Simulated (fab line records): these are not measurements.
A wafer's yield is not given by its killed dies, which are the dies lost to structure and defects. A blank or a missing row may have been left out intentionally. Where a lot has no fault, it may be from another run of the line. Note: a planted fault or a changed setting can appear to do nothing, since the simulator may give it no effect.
fab line records | flow ritCmos
record lots=13 wafers=39 lastDay=7
route steps=202 shown PLDD@117 M1@202
lots untouched by any fault: they come from a run of this same line in which no faults occurred
startH: hours from the record's opening day to when the first of the lot's shown wafers began | waitH: how many hours have passed since the lot's step before this one | " as in the row above | L1.1+2: a single row standing in for several wafers | - either no value or no given start | * or withheld: withheld | < > ~ a bound
route shown NAME@n: a module of which the file shows steps, and the number in the route of the first | usual: average and standard deviation across the fault-free wafers | same: alike in all rows | chamber/n: place in a boat | sites: per-site readings | _std_site: the standard deviation of these | _edge_site: outer sites' mean less inner sites' | radiusMm: for every site, how far away it sits from the centre of the wafer | mask NAME#n: copy n | behind: the last tool/chamber to shape the wafer | hold: reason for holding the lot/hours on hold/outcome of the hold | device: the n, p or np transistor that did not switch | end of line: at the end of the route, the tests of the same wafers | where a step has no rows: the recipe by itself | killed: not the wafer's yield, but the dies lost to structure and defects at the first sort | map: a wafer's dies, marking killed ones x, the rest . and places with no die _
set.NAME: the setting that was run; set.NAME@STEP: the one run at that earlier step | model.NAME: the simulator's own value behind a step, which no gauge read
steps of the route over a sample of lots; a table a step, a row a wafer
services: a tool's chamber out of use, with start hour (startH, from the record's first day; less than 0 if before it), hours out, and reason
## steps
# step RIT_PLDD_EXPOSE_03
# recipe maskId=M8 na=0.57 targetCdNm=40900 doseMj=250
# usual stageVelMmS=499.96/0.25
# columns lot.wafer tool chamber startH waitH mask stageVelMmS
L127.1 ilineStepper-01 0 46.78 0.2 M8#0 499.71
L127.3 " 0 " " M8#0 499.62
L127.6 " 0 " " M8#0 499.55
L128.1 ilineStepper-02 0 49.22 0.2 M8#0 499.95
L128.3 " 0 " " M8#0 500.08
L128.6 " 0 " " M8#0 500.16
L129.1 ilineStepper-02 0 57.72 0.1 M8#0 499.95
L129.5 " 0 " " M8#0 500.21
L129.6 " 0 " " M8#0 500.15
L133.1 ilineStepper-02 0 73.85 0.1 M8#0 500.14
L133.5 " 0 " " M8#0 499.89
L133.6 " 0 " " M8#0 499.86
L134.1 ilineStepper-02 0 77.95 0.1 M8#0 499.77
L134.4 " 0 " " M8#0 500.23
L134.5 " 0 " " M8#0 500.09
L135.3 ilineStepper-02 0 85.94 0.2 M8#0 499.83
L135.4 " 0 " " M8#0 500.00
L135.6 " 0 " " M8#0 500.14
L138.2 ilineStepper-01 0 98.75 0.1 M7#0 500.13
L138.3 " 0 " " M7#0 500.20
L138.5 " 0 " " M7#0 499.81
L139.1 ilineStepper-01 0 107.27 0.1 M8#0 499.60
L139.4 " 0 " " M8#0 500.39
L139.6 " 0 " " M8#0 499.97
L140.4 ilineStepper-02 0 110.12 0.2 M8#0 500.31
L140.5 " 0 " " M8#0 500.47
L140.6 " 0 " " M8#0 500.36
L147.1 ilineStepper-01 0 146.81 0.1 M8#0 499.65
L147.3 " 0 " " M8#0 500.01
L147.6 " 0 " " M8#0 500.20
L148.1 ilineStepper-01 0 149.36 0.1 M8#0 499.77
L148.4 " 0 " " M8#0 499.84
L148.6 " 0 " " M8#0 499.75
L149.4 ilineStepper-01 0 157.15 0.1 M8#0 500.39
L149.5 " 0 " " M8#0 500.17
L149.6 " 0 " " M8#0 500.06
L150.2 ilineStepper-01 0 163.63 0.1 M8#0 499.97
L150.3 " 0 " " M8#0 500.10
L150.6 " 0 " " M8#0 499.81
# step RIT_PLDD_OVL_MEAS_06
# usual PLDD_OVL=0.4/1.4
# columns lot.wafer tool chamber startH waitH PLDD_OVL[nm]
L127.1 overlay-02 - 47.18 - 2.8
L127.3 " - " " 2.1
L127.6 " - " " 2.7
L128.1 overlay-01 - 49.62 - -0.3
L128.3 " - " " -1.1
L128.6 " - " " 0.1
L129.1 overlay-01 - 58.36 - 3.0
L129.5 " - " " 1.5
L129.6 " - " " 0.6
L133.1 overlay-02 - 74.25 - -0.2
L133.5 " - " " 1.7
L133.6 " - " " 2.7
L134.1 overlay-02 - 78.35 - -2.7
L134.4 " - " " -3.6
L134.5 " - " " -0.5
L135.3 overlay-02 - 86.31 - 1.1
L135.4 " - " " 3.6
L135.6 " - " " 2.5
L138.2 overlay-02 - 99.13 - -
L138.3 " - " " -
L138.5 " - " " -
L139.1 overlay-01 - 107.67 - -0.1
L139.4 " - " " 1.5
L139.6 " - " " 2.1
L140.4 overlay-02 - 110.48 - 1.6
L140.5 " - " " 1.7
L140.6 " - " " 1.5
L147.1 overlay-01 - 147.21 - -1.0
L147.3 " - " " -1.9
L147.6 " - " " 0.4
L148.1 overlay-01 - 149.76 - -2.0
L148.4 " - " " 1.0
L148.6 " - " " -2.1
L149.4 overlay-01 - 157.51 - 2.2
L149.5 " - " " 1.3
L149.6 " - " " -0.2
L150.2 overlay-02 - 164.01 - 1.8
L150.3 " - " " 0.2
L150.6 " - " " 0.7
# step RIT_PLDD_TW_MEAS_10
# usual PLDD_TW=2346/12
# columns lot.wafer tool chamber startH waitH hold PLDD_TW
L127.1 filmMetro-02 - 47.70 0.1 - 2347
L127.3 " - " " - 2350
L127.6 " - " " - 2343
L128.1 filmMetro-04 - 50.13 0.1 - 2338
L128.3 " - " " - 2337
L128.6 " - " " - 2345
L129.1 filmMetro-02 - 58.87 0.1 - 2337
L129.5 " - " " - 2348
L129.6 " - " " - 2333
L133.1 filmMetro-02 - 74.76 0.1 - 2347
L133.5 " - " " - 2343
L133.6 " - " " - 2348
L134.1 filmMetro-02 - 78.86 0.1 - 2345
L134.4 " - " " - 2348
L134.5 " - " " - 2331
L135.3 filmMetro-04 - 86.83 0.1 - 2338
L135.4 " - " " - 2346
L135.6 " - " " - 2353
L138.2 filmMetro-02 - 99.65 0.1 awaitDispo/0.2h/release 30
L138.3 " - " " awaitDispo/0.2h/release 30
L138.5 " - " " awaitDispo/0.2h/release 30
L138.2 filmMetro-02 - 99.87 0.2 - 30
L138.3 " - " " - 30
L138.5 " - " " - 30
L139.1 filmMetro-01 - 108.18 0.1 - 2334
L139.4 " - " " - 2359
L139.6 " - " " - 2355
L140.4 filmMetro-02 - 111.00 0.1 - 2356
L140.5 " - " " - 2359
L140.6 " - " " - 2353
L147.1 filmMetro-02 - 147.73 0.1 - 2356
L147.3 " - " " - 2351
L147.6 " - " " - 2358
L148.1 filmMetro-04 - 150.28 0.1 - 2324
L148.4 " - " " - 2341
L148.6 " - " " - 2323
L149.4 filmMetro-02 - 158.03 0.1 - 2359
L149.5 " - " " - 2345
L149.6 " - " " - 2358
L150.2 filmMetro-02 - 164.53 0.1 - 2354
L150.3 " - " " - 2360
L150.6 " - " " - 2351
# step RIT_M1_PROBE_99
# usual defectLimitedYield=97.4/1.2 killed_at_M0_to_M3=0.0/0.18 killedAtContacts=0.1/0.32 killedAtFrontEnd=7/3 killedDies=7/3.1 killedOpen=3.3/1.8 killedShort=3.6/2 sort_bin_3_pad_short=0.1/0.22 sort_bin_5_function=1.4/0.84 sort_bin_6_memory=1.0/0.67 sortNPass=257/3.1 sortYieldPct=97.4/1.2
# same grossDies=264 killed_at_M4_up=0 killedAtBackSide=0 killedAtOther=0
# columns lot.wafer tool chamber startH waitH defectLimitedYield[%] killed_at_M0_to_M3 killedAtContacts killedAtFrontEnd killedDies killedOpen killedShort sort_bin_3_pad_short[%] sort_bin_5_function[%] sort_bin_6_memory[%] sortNPass sortYieldPct[%]
L127.1 prober-01 - 61.54 0.1 98.5 0 0 4 4 3 1 0 0.8 0.8 260 98.5
L127.3 prober-01 - 61.64 0.2 96.2 0 1 9 10 6 4 0 2.3 1.5 254 96.2
L127.6 prober-01 - 61.79 0.2 95.5 0 0 12 12 4 8 0 2.7 1.9 252 95.5
L128.1 prober-02 - 63.92 0.1 98.5 0 0 4 4 3 1 0 0.8 0.8 260 98.5
L128.3 prober-02 - 64.02 0.2 96.2 0 0 10 10 3 7 0 2.7 1.1 254 96.2
L128.6 prober-02 - 64.17 0.2 96.2 0 0 10 10 5 5 0 2.3 1.5 254 96.2
L129.1 prober-01 - 73.47 0.1 97.3 0 0 7 7 4 3 0 1.5 1.1 257 97.3
L129.5 prober-01 - 73.67 0.2 95.5 0 0 12 12 6 6 0 3.4 1.1 252 95.5
L129.6 prober-01 - 73.72 0.2 96.6 0 0 9 9 5 4 0 1.5 1.9 255 96.6
L133.1 prober-01 - 88.99 0.1 97.7 0 0 6 6 1 5 0 1.5 0.8 258 97.7
L133.5 prober-01 - 89.19 0.2 99.2 0 0 2 2 0 2 0 0.4 0.4 262 99.2
L133.6 prober-01 - 89.24 0.2 98.9 0 0 3 3 1 2 0 0.8 0.4 261 98.9
L134.1 prober-02 - 92.56 0.1 96.6 0 0 9 9 3 6 0 1.5 1.9 255 96.6
L134.4 prober-02 - 92.71 0.2 97.0 0 0 8 8 5 3 0.8 0.4 1.9 256 97.0
L134.5 prober-02 - 92.76 0.2 97.3 0 0 7 7 4 3 0 1.5 1.1 257 97.3
L135.3 prober-01 - 101.73 0.2 98.5 1 0 3 4 2 1 0 1.1 0.4 260 98.5
L135.4 prober-01 - 101.78 0.2 97.0 0 0 8 8 5 3 0 2.3 0.8 256 97.0
L135.6 prober-01 - 101.88 0.2 96.6 0 0 9 9 5 4 0 1.9 1.5 255 96.6
L139.1 prober-01 - 121.81 0.1 98.5 0 0 4 4 2 2 0.4 0.8 0.4 260 98.5
L139.4 prober-01 - 121.96 0.2 94.7 0 0 14 14 9 5 0 2.3 3.0 250 94.7
L139.6 prober-01 - 122.06 0.2 96.6 0 0 9 9 5 4 0 2.3 1.1 255 96.6
L140.4 prober-02 - 125.72 0.2 97.7 0 0 6 6 3 3 0 0.8 1.5 258 97.7
L140.5 prober-02 - 125.77 0.2 95.5 0 2 10 12 7 5 0 3.0 1.5 252 95.5
L140.6 prober-02 - 125.82 0.2 95.5 0 0 12 12 3 9 0.4 2.7 1.5 252 95.5
L147.1 prober-01 - 162.37 0.1 97.7 0 0 6 6 4 2 0.4 1.5 0.4 258 97.7
L147.3 prober-01 - 162.47 0.2 98.5 0 0 4 4 3 1 0 0.8 0.8 260 98.5
L147.6 prober-01 - 162.62 0.2 99.2 0 0 2 2 1 1 0.4 0.4 0 262 99.2
L148.1 prober-02 - 163.87 0.1 97.3 0 2 5 7 3 3 0 1.9 0.8 257 97.3
L148.4 prober-02 - 164.02 0.2 97.0 0 0 8 8 3 5 0.4 1.5 1.1 256 97.0
L148.6 prober-02 - 164.12 0.2 97.0 0 0 8 8 3 5 0.4 0.8 1.9 256 97.0
L149.4 prober-01 - 174.29 0.2 97.3 0 0 7 7 2 4 0.8 1.1 0.8 257 97.3
L149.5 prober-01 - 174.34 0.2 96.6 0 0 9 9 5 4 0.8 0.8 1.9 255 96.6
L149.6 prober-01 - 174.39 0.2 97.7 0 0 6 6 4 2 0.4 1.1 0.8 258 97.7
L150.2 prober-02 - 178.62 0.1 97.3 0 0 7 7 2 5 0 1.9 0.8 257 97.3
L150.3 prober-02 - 178.67 0.2 96.2 0 0 10 10 5 5 0 3.0 0.8 254 96.2
L150.6 prober-02 - 178.82 0.2 95.5 0 0 12 12 5 7 0.4 1.9 2.3 252 95.5
# killed by level:class
L127.1 SPACER:geometricParticle:open=2 GATE:geometricParticle:open=1 SPACER:geometricParticle:short=1
L127.3 FOX1:geometricParticle:open=2 SILICIDE:geometricParticle:open=2 GATE:geometricParticle:short=2 FOX1:geometricParticle:short=1 REOX:geometricParticle:short=1 SPACER:geometricParticle:open=1 CONTACT:geometricParticle:open=1
L127.6 GATE:geometricParticle:short=5 FOX1:geometricParticle:short=2 FOX2:geometricParticle:short=1 FOX2:geometricParticle:open=1 GATE:geometricParticle:open=1 REOX:geometricParticle:open=1 SPACER:geometricParticle:open=1
L128.1 SPACER:geometricParticle:open=2 FOX1:geometricParticle:open=1 SPACER:geometricParticle:short=1
L128.3 GATE:geometricParticle:short=3 SPACER:geometricParticle:short=2 FOX1:geometricParticle:open=1 FOX1:geometricParticle:short=1 GATE:geometricParticle:open=1 REOX:geometricParticle:short=1 SILICIDE:geometricParticle:open=1
L128.6 GATE:geometricParticle:short=3 FOX1:geometricParticle:open=2 GATE:geometricParticle:open=1 REOX:geometricParticle:short=1 SPACER:geometricParticle:open=1 SILICIDE:geometricParticle:open=1 SILICIDE:geometricParticle:short=1
L129.1 FOX1:geometricParticle:open=1 FOX2:geometricParticle:open=1 GATE:geometricParticle:short=1 REOX:geometricParticle:short=1 REOX:geometricParticle:open=1 SPACER:geometricParticle:open=1 SILICIDE:geometricParticle:short=1
L129.5 SPACER:geometricParticle:open=3 GATE:geometricParticle:open=2 SPACER:geometricParticle:short=2 FOX1:geometricParticle:short=1 GATE:geometricParticle:short=1 REOX:geometricParticle:short=1 SILICIDE:geometricParticle:open=1 SILICIDE:geometricParticle:short=1
L129.6 GATE:geometricParticle:open=4 REOX:geometricParticle:short=3 SPACER:geometricParticle:open=1 SPACER:geometricParticle:short=1
L133.1 GATE:geometricParticle:short=5 GATE:geometricParticle:open=1
L133.5 GATE:geometricParticle:short=2
L133.6 FOX1:geometricParticle:short=1 GATE:geometricParticle:short=1 REOX:geometricParticle:open=1
L134.1 GATE:geometricParticle:open=2 REOX:geometricParticle:short=2 SPACER:geometricParticle:short=2 FOX1:geometricParticle:short=1 GATE:geometricParticle:short=1 REOX:geometricParticle:open=1
L134.4 SPACER:geometricParticle:open=2 FOX2:geometricParticle:short=1 FOX2:geometricParticle:open=1 GATE:geometricParticle:open=1 GATE:geometricParticle:short=1 REOX:geometricParticle:open=1 SILICIDE:geometricParticle:short=1
L134.5 GATE:geometricParticle:short=2 FOX1:geometricParticle:open=1 FOX1:geometricParticle:short=1 FOX2:geometricParticle:open=1 GATE:geometricParticle:open=1 REOX:geometricParticle:open=1
L135.3 GATE:geometricParticle:open=1 REOX:geometricParticle:open=1 SILICIDE:geometricParticle:short=1 M1:coatMicrobubblePrinted=1
L135.4 GATE:geometricParticle:open=3 FOX1:geometricParticle:short=2 FOX1:geometricParticle:open=2 REOX:geometricParticle:short=1
L135.6 GATE:geometricParticle:open=4 SILICIDE:geometricParticle:short=3 GATE:geometricParticle:short=1 SILICIDE:geometricParticle:open=1
L139.1 FOX1:geometricParticle:short=1 FOX1:geometricParticle:open=1 GATE:geometricParticle:short=1 GATE:geometricParticle:open=1
L139.4 SILICIDE:geometricParticle:open=5 GATE:geometricParticle:open=2 SILICIDE:geometricParticle:short=2 FOX1:geometricParticle:short=1 REOX:geometricParticle:open=1 REOX:geometricParticle:short=1 SPACER:geometricParticle:open=1 SPACER:geometricParticle:short=1
L139.6 FOX2:geometricParticle:open=2 GATE:geometricParticle:open=2 FOX1:geometricParticle:short=1 GATE:geometricParticle:short=1 REOX:geometricParticle:open=1 REOX:geometricParticle:short=1 SPACER:geometricParticle:short=1
L140.4 FOX1:geometricParticle:open=3 FOX1:geometricParticle:short=2 SILICIDE:geometricParticle:short=1
L140.5 GATE:geometricParticle:open=2 SILICIDE:geometricParticle:open=2 CONTACT:geometricParticle:short=2 FOX1:geometricParticle:open=1 FOX1:geometricParticle:short=1 FOX2:geometricParticle:open=1 SPACER:geometricParticle:open=1 SPACER:geometricParticle:short=1
L140.6 SILICIDE:geometricParticle:short=4 GATE:geometricParticle:open=2 FOX1:geometricParticle:open=1 FOX1:geometricParticle:short=1 FOX2:geometricParticle:short=1 GATE:geometricParticle:short=1 REOX:geometricParticle:short=1 SPACER:geometricParticle:short=1
L147.1 GATE:geometricParticle:open=3 FOX1:geometricParticle:open=1 FOX1:geometricParticle:short=1 REOX:geometricParticle:short=1
L147.3 GATE:geometricParticle:open=2 REOX:geometricParticle:open=1 REOX:geometricParticle:short=1
L147.6 GATE:geometricParticle:open=1 SPACER:geometricParticle:short=1
L148.1 GATE:geometricParticle:open=2 FOX1:geometricParticle:short=1 SPACER:geometricParticle:open=1 SILICIDE:geometricParticle:short=1 CONTACT:geometricParticle:short=1 CONTACT:coatMicrobubblePrinted=1
L148.4 GATE:geometricParticle:short=3 FOX1:geometricParticle:short=2 FOX1:geometricParticle:open=1 GATE:geometricParticle:open=1 REOX:geometricParticle:open=1
L148.6 GATE:geometricParticle:short=3 FOX1:geometricParticle:short=1 GATE:geometricParticle:open=1 REOX:geometricParticle:open=1 SPACER:geometricParticle:short=1 SILICIDE:geometricParticle:open=1
L149.4 SPACER:geometricParticle:short=3 ACTIVE:geometricParticle:open=1 FOX1:geometricParticle:short=1 GATE:geometricParticle:open=1 PRETRO:coatMicrobubblePrinted=1
L149.5 REOX:geometricParticle:open=3 FOX1:geometricParticle:short=1 FOX1:geometricParticle:open=1 FOX2:geometricParticle:short=1 GATE:geometricParticle:short=1 GATE:geometricParticle:open=1 REOX:geometricParticle:short=1
L149.6 SPACER:geometricParticle:open=2 FOX1:geometricParticle:open=1 FOX1:geometricParticle:short=1 GATE:geometricParticle:short=1 SILICIDE:geometricParticle:open=1
L150.2 GATE:geometricParticle:short=4 SPACER:geometricParticle:open=1 SILICIDE:geometricParticle:short=1 SILICIDE:geometricParticle:open=1
L150.3 GATE:geometricParticle:open=4 FOX1:geometricParticle:short=2 GATE:geometricParticle:short=2 REOX:geometricParticle:short=1 REOX:geometricParticle:open=1
L150.6 FOX1:geometricParticle:short=4 GATE:geometricParticle:open=2 FOX1:geometricParticle:open=1 FOX2:geometricParticle:short=1 GATE:geometricParticle:short=1 REOX:geometricParticle:open=1 SPACER:geometricParticle:short=1 SILICIDE:geometricParticle:open=1
## services
# columns tool chamber startH hours kind
ilineStepper-01 - 35.95 1.7 pm
ilineStepper-02 0 58.50 - calibration
ilineStepper-01 - 90.75 4.4 pm
ilineStepper-02 - 97.09 1.7 pm
## key
firstSign step=RIT_PLDD_EXPOSE_03 reading=mask direction=changed
effect step=RIT_PLDD_OVL_MEAS_06 reading=PLDD_OVL direction=missing
effect step=RIT_PLDD_TW_MEAS_10 reading=visit direction=added
effect step=RIT_PLDD_TW_MEAS_10 reading=PLDD_TW direction=down sigmas=99+ usual=2346 struck=30
metAt RIT_PLDD_EXPOSE_03
struckLots L138
scrappedBehind RIT_PLDD_TW_MEAS_10 L138.2,L138.3,L138.5
onsetBetween 46.78 98.75
fault kind=wrongMask tool=any chamber=- onsetH=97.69 steps=RIT_PLDD_EXPOSE_03 auxCopy=M7#0 scope=struckLotsOnly
